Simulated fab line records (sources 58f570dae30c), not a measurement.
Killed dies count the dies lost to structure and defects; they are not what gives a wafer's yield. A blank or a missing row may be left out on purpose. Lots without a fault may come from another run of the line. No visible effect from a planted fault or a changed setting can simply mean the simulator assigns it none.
Chamber matching | flow berkeley-cmos170 | UCB170_V1_CMP_02 on cmp-01 has 4 sister chambers
The step polishes SiO2. 16 wafers are shown with their chamber, then 8 later ones without.

## WAFERS PAIRED WITH THEIR CHAMBERS
wafer  | chamber | motor-current-A (A)
L195.1 | 2       | 15.2
L195.2 | 3       | 17.0
L195.6 | 0       | 15.6
L198.1 | 0       | 16.8
L198.2 | 3       | 17.5
L198.3 | 1       | 14.9
L197.4 | 2       | 15.6
L197.5 | 1       | 15.4
L197.6 | 0       | 15.6
L204.3 | 3       | 17.5
L204.4 | 2       | 15.0
L204.5 | 0       | 15.4
L207.2 | 1       | 15.3
L207.3 | 2       | 15.4
L207.6 | 1       | 15.7
L211.3 | 0       | 16.9

SIGNATURES (averages over the wafers above)
reading         | chamber 0 | chamber 1 | chamber 2 | chamber 3 | scatter within a chamber
motor-current-A | 16.060    | 15.325    | 15.300    | 17.333    | 0.484
Rule: a wafer's distance from a chamber is the root of the sum, over the readings, of the square of ((its reading less the chamber's mean) divided by the reading's scatter). If the next closest chamber is less than 2 further off than the closest, the wafer can't be placed; otherwise it belongs to the closest. The scatter: the root of (the sum of the squares of (reading less its chamber's mean) over the shown wafers, divided by (wafers less chambers)).

## WAFERS WHOSE CHAMBER IS MISSING
wafer  | motor-current-A (A)
L211.5 | 15.7
L211.6 | 16.0
L213.1 | 15.2
L213.2 | 15.4
L213.6 | 15.4
L216.1 | 16.2
L216.3 | 16.0
L216.5 | 16.2

## THE CHAMBER EACH PASSED THROUGH
wafer  | from the rows above          | in truth
L211.5 | can't be placed: 0 or 1 or 2 | 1
L211.6 | can't be placed: 0 or 1 or 2 | 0
L213.1 | can't be placed: 2 or 1 or 0 | 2
L213.2 | can't be placed: 1 or 2 or 0 | 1
L213.6 | can't be placed: 1 or 2 or 0 | 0
L216.1 | can't be placed: 0 or 1 or 2 | 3
L216.3 | can't be placed: 0 or 1 or 2 | 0
L216.5 | can't be placed: 0 or 1 or 2 | 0
Correctly placed: 0 of 8. Not placeable from these rows: 8 (in 7, the candidates include the true chamber). 0 placed wrongly.
